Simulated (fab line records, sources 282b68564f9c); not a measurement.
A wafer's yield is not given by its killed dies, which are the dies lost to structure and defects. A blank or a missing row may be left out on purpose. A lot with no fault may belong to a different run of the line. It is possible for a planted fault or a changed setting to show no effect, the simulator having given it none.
Comparing a struck lot with a sound one || flow rit-cmos || 40 out of 202 route steps
Sound: wafers L187.1, L187.2, L187.3. Wafers struck: L193.1, L193.3, L193.6. At the end, the cause is stated.
Order at every step that has rows: each side's tool, ch and its chambers, its first start. Under that, the readings that differ: sound wafers || struck wafers || difference of the means || sigmas: that difference in standard deviations of wafers without a fault.
alike: a reading whose means differ by less than 2 such deviations, as well as words and numbers matching on both sides. not compared: withheld readings; readings where some wafer has no value; bounds like >300 that might hide an equal value; numbers whose values overlap and for which the record gives no deviation.
A row with sigmas, a row that says differs or no value, or rows on one side alone: a step with any of these is where the two part. When numbers do not overlap yet have no deviation, they are printed without sigmas and do not part them. Lack of a reading on every wafer of one side parts them only where that side has two or more wafers.

first, 2 steps without rows for these wafers: RIT_FOX2_CLEAN_02 (cleans in dHF, time 180 s); RIT_FOX2_WET_ETCH_03 (etches Si3N4 in H3PO4, target depth 195 nm, time 2700 s).
RIT_FOX2_THK_MEAS_90:
  struck on film-metro-01, day 4 23:08; sound on film-metro-04, day 3 18:20
  alike: FIELD_OXIDE_LEFT_1_THK
then, 6 steps without rows for these wafers: RIT_NWELL_HMDS_00 (prime time 60 s); RIT_NWELL_COAT_01 (resist thk 1300 nm); RIT_NWELL_SOFTBAKE_02 (time 60 s); RIT_NWELL_EXPOSE_03 (exposes mask M2, target cd 43900 nm); RIT_NWELL_PEB_04; RIT_NWELL_DEVELOP_05 (develop time 68 s).
RIT_NWELL_OVL_MEAS_06:
  struck on overlay-01, day 5 00:11; sound on overlay-01, day 3 19:16
{"reading": "NWELL_OVL (nm)", "sound": "-0.1 -1.1 -3.2", "struck": "2.5 1.8 0.6", "difference": "+3.1", "sigmas": "+2"}
then, 2 steps without rows for these wafers: RIT_NWELL_HARDBAKE_07 (time 120 s); RIT_NWELL_IMPLANT_08.
RIT_NWELL_STRIP_09: strips in O2, time 180 s.
  sound on plasma-asher-01 ch 0,1, day 3 19:43; struck on plasma-asher-01 ch 0,1, day 5 00:38
{"reading": "run-length-s (s)", "sound": "208.8 208.5 208.0", "struck": "72.1 72.4 72.0", "difference": -136.3, "sigmas": "-99 or more"}
{"reading": "model.NOVOLAK_of_NWELL_COAT_01.thk-nm (nm)", "sound": "0 0 0", "struck": "341.3 341.4 339.2", "difference": "+340.6", "sigmas": ""}
  alike: drypump-motor-current-A
  not compared: rf-hours-counter-h
RIT_NWELL_TW_MEAS_10:
  struck on film-metro-02, day 5 00:48; sound on film-metro-02, day 3 19:53
  alike: NWELL_TW
then, 6 steps without rows for these wafers: RIT_PWELL_HMDS_00 (prime time 60 s); RIT_PWELL_COAT_01 (resist thk 1300 nm); RIT_PWELL_SOFTBAKE_02 (time 60 s); RIT_PWELL_EXPOSE_03 (exposes mask M3, target cd 43700 nm); RIT_PWELL_PEB_04; RIT_PWELL_DEVELOP_05 (develop time 68 s).
RIT_PWELL_OVL_MEAS_06:
  struck on overlay-02, day 5 01:44; sound on overlay-02, day 3 20:49
  alike: PWELL_OVL
then, 2 steps without rows for these wafers: RIT_PWELL_HARDBAKE_07 (time 120 s); RIT_PWELL_IMPLANT_08.
RIT_PWELL_STRIP_09: strips in O2, time 180 s.
  sound on plasma-asher-01 ch 0,1, day 3 21:16; struck on plasma-asher-02 ch 0,1, day 5 02:11
  alike: drypump-motor-current-A, run-length-s
  not compared: rf-hours-counter-h
RIT_PWELL_TW_MEAS_10:
  struck on film-metro-04, day 5 02:21; sound on film-metro-04, day 3 21:26
  alike: PWELL_TW
then, 1 step without rows for these wafers: RIT_WELLDRIVE_ANNEAL_00 (time 14700 s).
RIT_WELLDRIVE_RS_MEAS_01: measures by four-point-probe.
  struck on film-metro-01, day 5 09:18; sound on film-metro-04, day 4 02:35
  alike: NWELL_RS
RIT_WELLDRIVE_RS_MEAS_02: measures by four-point-probe.
  struck on film-metro-01, day 5 09:25; sound on film-metro-04, day 4 02:42
  alike: PWELL_RS
then, 6 steps without rows for these wafers: RIT_NRETRO_HMDS_00 (prime time 60 s); RIT_NRETRO_COAT_01 (resist thk 1300 nm); RIT_NRETRO_SOFTBAKE_02 (time 60 s); RIT_NRETRO_EXPOSE_03 (exposes mask M4, target cd 43900 nm); RIT_NRETRO_PEB_04; RIT_NRETRO_DEVELOP_05 (develop time 68 s).
RIT_NRETRO_OVL_MEAS_06:
  struck on overlay-01, day 5 10:33; sound on overlay-01, day 4 03:49
  alike: NRETRO_OVL
then, 2 steps without rows for these wafers: RIT_NRETRO_HARDBAKE_07 (time 120 s); RIT_NRETRO_IMPLANT_08.
RIT_NRETRO_STRIP_09: strips in O2, time 180 s.
  sound on plasma-asher-02 ch 0,1, day 4 04:16; struck on plasma-asher-01 ch 0,1, day 5 10:59
  alike: drypump-motor-current-A, run-length-s
  not compared: rf-hours-counter-h
RIT_NRETRO_TW_MEAS_10:
  struck on film-metro-02, day 5 11:23; sound on film-metro-01, day 4 04:26
{"reading": "NRETRO_TW", "sound": "1053 1055 1049", "struck": "31 31 31", "difference": -1021, "sigmas": "-99 or more"}
  not compared: hold
RIT_M1_PROBE_99:
  rows exist in the record for the sound wafers here (prober-02, day 5 08:58), none for the struck ones

## WHERE THEY PART
Earliest at RIT_NWELL_OVL_MEAS_06; latest, in this record, at RIT_M1_PROBE_99.

WHY: the cause the simulator had injected
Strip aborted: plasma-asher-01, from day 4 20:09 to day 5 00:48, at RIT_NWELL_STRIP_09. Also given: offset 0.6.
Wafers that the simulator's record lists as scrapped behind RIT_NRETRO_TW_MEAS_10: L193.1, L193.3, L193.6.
